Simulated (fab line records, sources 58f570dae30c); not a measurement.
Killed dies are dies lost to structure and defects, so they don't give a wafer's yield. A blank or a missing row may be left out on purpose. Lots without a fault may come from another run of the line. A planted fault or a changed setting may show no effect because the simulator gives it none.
Which tool did it? | flow berkeley_cmos170 | 15 lots, 45 wafers sampled, at 3 steps of a route of 331

WHAT THE GAUGES READ, wafer by wafer
UCB170_NSD_OVL_MEAS_07.
lot  | measured     | on         | NSD_OVL (nm)
L761 | day 8 16:31  | overlay-01 | -10 6 -3
L763 | day 9 05:17  | overlay-02 | 6 8 6
L765 | day 9 14:41  | overlay-01 | -4 -1 -4
L764 | day 9 14:55  | overlay-01 | 3 -7 4
L770 | day 10 08:49 | overlay-01 | -2 -14 1
L767 | day 10 09:05 | overlay-01 | 4 -11 1
L771 | day 10 09:20 | overlay-02 | -1 -2 0
L769 | day 10 09:25 | overlay-01 | -8 -13 9
L772 | day 10 22:56 | overlay-01 | 0 0 0
L774 | day 11 12:11 | overlay-01 | -3 -8 -8
L776 | day 11 12:54 | overlay-01 | 12 8 11
L778 | day 11 12:58 | overlay-02 | 0 5 -3
L780 | day 11 23:10 | overlay-01 | 0 -5 4
L784 | day 12 22:28 | overlay-02 | 17 8 15
L783 | day 12 23:23 | overlay-02 | 0 7 7

UCB170_M2_THK_MEAS_03: measures by xrf.
lot  | measured     | on            | M2_AL_THK (nm)
L761 | day 9 08:46  | film_metro-01 | 897 897 897
L763 | day 9 20:28  | film_metro-04 | 900 888 899
L765 | day 10 10:19 | film_metro-04 | 881 889 882
L764 | day 10 11:10 | film_metro-01 | 904 909 906
L770 | day 10 23:54 | film_metro-01 | 896 920 911
L767 | day 11 04:04 | film_metro-04 | 890 885 893
L771 | day 11 03:06 | film_metro-02 | 919 909 916
L769 | day 11 02:04 | film_metro-04 | 887 899 889
L772 | day 11 17:17 | film_metro-01 | 921 911 919
L774 | day 12 05:02 | film_metro-01 | 889 897 905
L776 | day 12 03:25 | film_metro-04 | 887 902 902
L778 | day 12 06:44 | film_metro-01 | 910 898 915
L780 | day 12 17:32 | film_metro-02 | 896 892 894
L784 | day 13 12:38 | film_metro-04 | 891 888 889
L783 | day 13 16:46 | film_metro-01 | 912 913 920

WHICH TOOL RAN EACH LOT (tool, then ch and the chambers of the sampled wafers, then the start)
lot  | UCB170_M2_SPUTTER_01
L761 | pvd_sputter-04, day 9 08:34
L763 | pvd_sputter-03, day 9 20:16
L765 | pvd_sputter-01, day 10 10:06
L764 | pvd_sputter-04, day 10 10:46
L770 | pvd_sputter-04, day 10 23:41
L767 | pvd_sputter-04, day 11 03:52
L771 | pvd_sputter-04, day 11 02:52
L769 | pvd_sputter-03, day 11 01:52
L772 | pvd_sputter-04, day 11 17:04
L774 | pvd_sputter-03, day 12 04:49
L776 | pvd_sputter-04, day 12 03:13
L778 | pvd_sputter-04, day 12 06:32
L780 | pvd_sputter-01, day 12 17:20
L784 | pvd_sputter-03, day 13 12:25
L783 | pvd_sputter-03, day 13 16:32
- UCB170_M2_SPUTTER_01: material Al, target thk 900 nm, time 120 s.

WHAT THE TOOLS THEMSELVES READ (means of the sampled wafers that have a number; where no wafer has one, the mark that the record gives instead)
UCB170_M2_SPUTTER_01.
lot  | tool           | throttle_valve_pct (%)
L761 | pvd_sputter-04 | 30.7
L763 | pvd_sputter-03 | 29.8
L765 | pvd_sputter-01 | 30.3
L764 | pvd_sputter-04 | 29.4
L770 | pvd_sputter-04 | 29.4
L767 | pvd_sputter-04 | 29.3
L771 | pvd_sputter-04 | 30.6
L769 | pvd_sputter-03 | 30.1
L772 | pvd_sputter-04 | 29.2
L774 | pvd_sputter-03 | 30.0
L776 | pvd_sputter-04 | 29.9
L778 | pvd_sputter-04 | 30.7
L780 | pvd_sputter-01 | 29.3
L784 | pvd_sputter-03 | 29.8
L783 | pvd_sputter-03 | 29.5

THE ANSWER, worked out from the rows above alone
Rule: what is usual is taken from the lots themselves. Put in order of their means at a reading, lots are off if they are a third of the lots or fewer, leave a main group of 4 or more, and stand apart from it by a gap of 3 or more times the standard deviation of the main group's means; of several such gaps the widest counts. A main group whose means are all the same, to the digits that the tables above print for the reading, isn't used. A lot without any number at a reading at which 4 lots or more have one is off too. The other lots that the step has rows for count as sound. The gauges are gone through in route order, then the tools' own readings, and for those a lot's mean is taken as printed above. The first step at which some lot is off is used, and at that step the reading that is off furthest; a lot without a number counts as furthest.
No lot is off at any reading shown: from this, nothing can be told.

WHAT THE SIMULATOR HAD PUT IN
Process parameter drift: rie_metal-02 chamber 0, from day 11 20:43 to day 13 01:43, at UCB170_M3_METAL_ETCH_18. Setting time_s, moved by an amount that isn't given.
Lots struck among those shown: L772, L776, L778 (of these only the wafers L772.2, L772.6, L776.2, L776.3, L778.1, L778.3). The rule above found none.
